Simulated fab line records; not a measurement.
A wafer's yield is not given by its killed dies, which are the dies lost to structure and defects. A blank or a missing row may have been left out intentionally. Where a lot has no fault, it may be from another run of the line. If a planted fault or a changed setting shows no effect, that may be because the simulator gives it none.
What tool caused it? | flow berkeley-cmos170 | 14 lots with 42 wafers sampled at 5 steps, on a route of 331 steps

== WHAT THE GAUGES SHOWED, per wafer ==
UCB170_M2_RS_MEAS_02: uses a four-point probe to measure.
lot  | measured     | on            | M2_AL_RS (ohm/sq)
L936 | day 8 02:22  | film-metro-02 | 0.0317 0.0322 0.0319
L940 | day 8 12:21  | film-metro-03 | 0.0317 0.0319 0.0320
L942 | day 8 12:50  | film-metro-04 | 0.0326 0.0322 0.0324
L941 | day 8 16:26  | film-metro-02 | 0.0316 0.0320 0.0320
L945 | day 9 01:38  | film-metro-03 | 0.0326 0.0325 0.0323
L944 | day 9 01:46  | film-metro-04 | 0.0320 0.0320 0.0324
L946 | day 9 14:36  | film-metro-03 | 0.0321 0.0319 0.0319
L947 | day 9 14:58  | film-metro-03 | 0.0321 0.0322 0.0322
L950 | day 10 07:10 | film-metro-04 | 0.0326 0.0327 0.0326
L949 | day 10 07:24 | film-metro-02 | 0.0322 0.0324 0.0323
L951 | day 10 13:28 | film-metro-02 | 0.0317 0.0315 0.0317
L953 | day 10 13:43 | film-metro-03 | 0.0327 0.0327 0.0324
L955 | day 11 17:41 | film-metro-03 | 0.0236 0.0239 0.0237
L956 | day 11 18:26 | film-metro-02 | 0.0238 0.0238 0.0238

UCB170_M2_THK_MEAS_03: measures by xrf.
lot  | measured     | on            | M2_AL_THK (nm)
L936 | day 8 02:28  | film-metro-02 | 897 876 892
L940 | day 8 12:28  | film-metro-03 | 892 890 887
L942 | day 8 12:56  | film-metro-04 | 864 877 879
L941 | day 8 16:33  | film-metro-02 | 893 886 886
L945 | day 9 01:45  | film-metro-03 | 867 868 876
L944 | day 9 01:53  | film-metro-04 | 897 890 887
L946 | day 9 14:43  | film-metro-03 | 884 885 884
L947 | day 9 15:05  | film-metro-03 | 878 879 882
L950 | day 10 07:17 | film-metro-04 | 876 867 870
L949 | day 10 07:31 | film-metro-02 | 882 877 883
L951 | day 10 13:35 | film-metro-02 | 898 906 899
L953 | day 10 13:50 | film-metro-03 | 868 862 875
L955 | day 11 17:48 | film-metro-03 | 1186 1177 1183
L956 | day 11 18:32 | film-metro-02 | 1191 1185 1187

UCB170_M2_OVL_MEAS_16.
lot  | measured     | on         | M2_OVL (nm)
L936 | day 8 05:16  | overlay-02 | -12 2 -8
L940 | day 8 17:01  | overlay-02 | 0 -2 -3
L942 | day 8 17:08  | overlay-01 | 1 -4 -1
L941 | day 8 18:41  | overlay-02 | -5 -9 -5
L945 | day 9 03:48  | overlay-02 | -6 1 -1
L944 | day 9 04:05  | overlay-01 | 4 2 8
L946 | day 9 16:28  | overlay-02 | 2 -2 5
L947 | day 9 16:59  | overlay-01 | -9 7 -10
L950 | day 10 09:31 | overlay-01 | -4 -2 0
L949 | day 10 09:47 | overlay-02 | -14 -11 -10
L951 | day 10 17:12 | overlay-01 | 3 -4 3
L953 | day 10 17:15 | overlay-02 | 0 -2 3
L955 | day 11 20:00 | overlay-02 | 1 5 5
L956 | day 11 20:32 | overlay-01 | -8 -8 -1

== EACH LOT AND THE TOOL THAT RAN IT (in order: tool; ch and the chambers of the sampled wafers; start) ==
lot  | UCB170_M2_SPUTTER_01         | UCB170_M2_STRIP_07
L936 | pvd-sputter-01, day 8 02:16  | plasma-asher-02 ch 0,1, day 8 02:58
L940 | pvd-sputter-01, day 8 12:15  | plasma-asher-01 ch 0,1, day 8 13:59
L942 | pvd-sputter-02, day 8 12:43  | plasma-asher-01 ch 0,1, day 8 14:37
L941 | pvd-sputter-02, day 8 16:21  | plasma-asher-04 ch 0,1, day 8 17:27
L945 | pvd-sputter-04, day 9 01:33  | plasma-asher-04 ch 0,1, day 9 02:16
L944 | pvd-sputter-02, day 9 01:40  | plasma-asher-02 ch 0,1, day 9 02:23
L946 | pvd-sputter-01, day 9 14:31  | plasma-asher-02 ch 1, day 9 15:14
L947 | pvd-sputter-04, day 9 14:47  | plasma-asher-04 ch 0,1, day 9 15:35
L950 | pvd-sputter-04, day 10 07:05 | plasma-asher-04 ch 0,1, day 10 07:47
L949 | pvd-sputter-01, day 10 07:19 | plasma-asher-02 ch 0,1, day 10 08:02
L951 | pvd-sputter-01, day 10 13:23 | plasma-asher-04 ch 0,1, day 10 14:17
L953 | pvd-sputter-02, day 10 13:37 | plasma-asher-01 ch 0, day 10 14:40
L955 | pvd-sputter-01, day 11 17:36 | plasma-asher-04 ch 0,1, day 11 18:35
L956 | pvd-sputter-01, day 11 18:19 | plasma-asher-02 ch 0,1, day 11 19:04
- UCB170_M2_SPUTTER_01: material Al, target thk 900 nm, time 120 s.
- UCB170_M2_STRIP_07: strips in O2.

== AS READ BY THE TOOLS THEMSELVES (means over the sampled wafers that have a number; for cases with no such wafer, the mark the record gives instead) ==
UCB170_M2_SPUTTER_01.
lot  | tool           | cathode-dc-power-W (W) | throttle-valve-pct (%)
L936 | pvd-sputter-01 | 6000.0                 | 30.0
L940 | pvd-sputter-01 | 6000.4                 | 30.1
L942 | pvd-sputter-02 | 6000.5                 | 29.0
L941 | pvd-sputter-02 | 6000.5                 | 29.2
L945 | pvd-sputter-04 | 5999.0                 | 29.6
L944 | pvd-sputter-02 | 6000.6                 | 28.4
L946 | pvd-sputter-01 | 5999.4                 | 30.8
L947 | pvd-sputter-04 | 5999.8                 | 30.7
L950 | pvd-sputter-04 | 5999.1                 | 30.5
L949 | pvd-sputter-01 | 6001.2                 | 30.8
L951 | pvd-sputter-01 | 6001.4                 | 30.1
L953 | pvd-sputter-02 | 5999.5                 | 29.3
L955 | pvd-sputter-01 | 5999.1                 | 30.2
L956 | pvd-sputter-01 | 6000.0                 | 30.5

UCB170_M2_STRIP_07.
lot  | tool            | drypump-motor-current-A (A) | oes-product-au (a.u.) | strip-time-to-endpoint-s (s)
L936 | plasma-asher-02 | 6.1                         | 0.735                 | 21.91
L940 | plasma-asher-01 | 6.0                         | 0.734                 | 21.94
L942 | plasma-asher-01 | 6.1                         | 0.738                 | 22.01
L941 | plasma-asher-04 | 6.4                         | 0.733                 | 21.90
L945 | plasma-asher-04 | 6.4                         | 0.733                 | 21.95
L944 | plasma-asher-02 | 5.8                         | 0.738                 | 21.95
L946 | plasma-asher-02 | 5.5                         | 0.734                 | 21.95
L947 | plasma-asher-04 | 6.4                         | 0.732                 | 21.96
L950 | plasma-asher-04 | 6.3                         | 0.731                 | 21.91
L949 | plasma-asher-02 | 5.8                         | 0.734                 | 22.05
L951 | plasma-asher-04 | 6.4                         | 0.735                 | 22.15
L953 | plasma-asher-01 | 6.2                         | 0.731                 | 21.99
L955 | plasma-asher-04 | 6.5                         | 0.735                 | 22.02
L956 | plasma-asher-02 | 6.1                         | 0.737                 | 21.96

== THE ANSWER, worked out from the rows above alone ==
Rule: the usual values come from the lots themselves. The widest of any qualifying gaps counts: lots, ordered by their means at a reading, are off when they make up no more than a third of the lots, leave a main group of 4 or more, and stand apart from it by 3 or more times the standard deviation of that group's means. If all means in a main group match to the digits the tables above print for the reading, that group is not used. A lot without any number at a reading at which 4 lots or more have one is off too. Any other lot the step has rows for is counted as sound. The gauges are gone through in route order, then the tools' own readings, and for those a lot's mean is taken as printed above. The first step at which some lot is off is used, and at that step the reading that is off furthest; a lot without a number counts as furthest.
Off: at UCB170_M2_RS_MEAS_02 (M2_AL_RS), L955, L956. The main group has a mean of 0.0322 ohm/sq with a standard deviation of 0.00031.
A tool fits if, at a process step before that reading, it ran every lot that is off, and no sound lot after the first of them. The gauges at UCB170_M2_RS_MEAS_02 are tried like those tools. One fits: pvd-sputter-01 at UCB170_M2_SPUTTER_01. A fault onset in the window from L951 (day 10 13:23, its last sound lot) to L955 (day 11 17:36, its first lot off) fits.

== WHAT THE SIMULATOR HAD PUT IN ==
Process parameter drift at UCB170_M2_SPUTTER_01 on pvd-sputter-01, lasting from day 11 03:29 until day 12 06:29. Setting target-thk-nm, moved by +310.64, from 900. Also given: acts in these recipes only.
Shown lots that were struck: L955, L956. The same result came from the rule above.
